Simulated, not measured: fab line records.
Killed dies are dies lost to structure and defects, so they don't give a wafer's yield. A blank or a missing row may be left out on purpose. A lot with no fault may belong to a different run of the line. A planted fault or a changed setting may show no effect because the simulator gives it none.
fab line records    flow berkeley_cmos170
record lots=13  wafers=39  last_day=12
route steps=331 shown ACTIVE@70
lots that met no fault: taken from a fault-free run of the same line
start_h: start of the lot's first displayed wafer, in hours after the record's first day    wait_h: how many hours have passed since the lot's step before this one    " same as the row above    L1.1+2: one row covering several wafers at once    - value missing, or start not given    * or withheld: withheld    < > ~ a bound
route shown NAME@n: a module of which the file shows steps, and the number in the route of the first    usual: average and standard deviation across the fault-free wafers    same: alike in all rows    chamber/n: place in a boat    sites: readings site by site    _std_site: how widely they spread, as a standard deviation    _edge_site: inner sites' mean taken away from outer sites' mean    radius_mm: for every site, how far away it sits from the centre of the wafer    mask NAME#n: copy n    behind: the last tool/chamber to shape the wafer    hold: reason for holding the lot/hours on hold/outcome of the hold    device: which transistor (n, p or np) failed to switch    end of line: the same wafers' tests at the end of the route    a step with no rows: only its recipe    killed: the dies lost at the first sort to structure and to defects; this is not the yield of the wafer    map: a wafer's dies, marking killed ones x, the rest . and places with no die _
set.NAME: the setting the step ran with; set.NAME@STEP: the setting that earlier step ran with    model.NAME: the simulator's own value behind a step, which no gauge read
the route's steps for a sample of lots (tables are steps, rows are wafers)
services: from which hour (start_h, from the record's first day; less than 0 if before it) a tool's chamber was out of use, for how many hours, and why
## steps
# step UCB170_ACTIVE_EXPOSE_10
# recipe mask_id=ACTIVE  target_cd_nm=1200  na=0.5  sigma_outer=0.6  source_shape=conventional  dose_mj=20
# usual exposure_dose_mJ_cm2=19.982/0.019
lot.wafer  tool            chamber  start_h  wait_h  mask      exposure_dose_mJ_cm2
L305.2     krf_scanner-02  0        87.17    0.1     ACTIVE#0  19.949
L305.4     "               0        "        "       ACTIVE#0  19.975
L305.6     "               0        "        "       ACTIVE#0  19.982
L306.3     krf_scanner-02  0        87.31    0.2     ACTIVE#0  20.016
L306.4     "               0        "        "       ACTIVE#0  19.982
L306.5     "               0        "        "       ACTIVE#0  19.987
L307.2     krf_scanner-02  0        94.61    0.1     ACTIVE#0  19.975
L307.3     "               0        "        "       ACTIVE#0  19.999
L307.6     "               0        "        "       ACTIVE#0  19.991
L308.1     krf_scanner-01  0        94.84    0.3     ACTIVE#0  19.982
L308.2     "               0        "        "       ACTIVE#0  19.982
L308.3     "               0        "        "       ACTIVE#0  19.962
L309.2     krf_scanner-02  0        101.98   0.2     ACTIVE#0  19.950
L309.4     "               0        "        "       ACTIVE#0  19.967
L309.5     "               0        "        "       ACTIVE#0  19.966
L310.3     krf_scanner-02  0        112.38   0.1     ACTIVE#0  19.989
L310.4     "               0        "        "       ACTIVE#0  20.004
L310.6     "               0        "        "       ACTIVE#0  19.993
L312.1     krf_scanner-01  0        112.58   0.4     ACTIVE#0  20.007
L312.2     "               0        "        "       ACTIVE#0  19.995
L312.5     "               0        "        "       ACTIVE#0  19.993
L311.2     krf_scanner-01  0        112.71   0.4     ACTIVE#0  19.956
L311.3     "               0        "        "       ACTIVE#0  19.985
L311.4     "               0        "        "       ACTIVE#0  19.961
L313.1     krf_scanner-01  0        123.84   0.5     ACTIVE#0  19.989
L313.3     "               0        "        "       ACTIVE#0  20.002
L313.5     "               0        "        "       ACTIVE#0  20.036
L317.1     krf_scanner-02  0        137.60   0.2     ACTIVE#0  19.798
L317.3     "               0        "        "       ACTIVE#0  19.807
L317.5     "               0        "        "       ACTIVE#0  19.805
L320.1     krf_scanner-01  0        162.98   0.4     ACTIVE#0  19.997
L320.2     "               0        "        "       ACTIVE#0  19.987
L320.6     "               0        "        "       ACTIVE#0  19.985
L324.4     krf_scanner-01  0        187.79   0.5     ACTIVE#0  19.975
L324.5     "               0        "        "       ACTIVE#0  20.014
L324.6     "               0        "        "       ACTIVE#0  20.011
L326.3     krf_scanner-01  0        204.66   0.1     ACTIVE#0  19.989
L326.5     "               0        "        "       ACTIVE#0  19.978
L326.6     "               0        "        "       ACTIVE#0  19.970
## services
tool            chamber  start_h  hours  kind
krf_scanner-01  -        84.34    0.8    pm
krf_scanner-02  -        85.14    1.0    pm
krf_scanner-01  -        86.82    1.3    pm
krf_scanner-01  -        98.64    0.7    repair
krf_scanner-01  0        102.63   -      calibration
krf_scanner-02  -        104.71   0.8    pm
krf_scanner-01  -        120.35   0.2    repair
krf_scanner-02  0        141.31   -      calibration
krf_scanner-01  -        183.70   0.2    repair
krf_scanner-01  -        184.66   1.0    pm
krf_scanner-02  -        187.86   0.2    repair
krf_scanner-01  -        196.14   7.7    repair
krf_scanner-02  -        203.86   3.6    pm
## key
first_sign step=UCB170_ACTIVE_EXPOSE_10  reading=exposure_dose_mJ_cm2  direction=down  sigmas=9.4  usual=19.982  struck=19.803
effect none on later readings
met_at UCB170_ACTIVE_EXPOSE_10
struck_lots L317
tester_left_out L317
loop_trim step=UCB170_ACTIVE_EXPOSE_10  setting=dose  lots=L317
onset_between 112.38 137.60
fault kind=process_parameter_drift  tool=krf_scanner-02  chamber=-  onset_h=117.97  steps=UCB170_ACTIVE_EXPOSE_10  channel=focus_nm  offset=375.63  spread_by_wafer=0.3  shape=step  end_h=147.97
# tester_left_out: of these lots the tester's yield and bins aren't shown, on N5 and GAA mostly nor the transistor test; their killed dies are dies lost to structure and defects alone, not to doping, threshold or leakage, so they don't give the yield
# loop_trim: a control loop set the setting to another value than it would have without faults
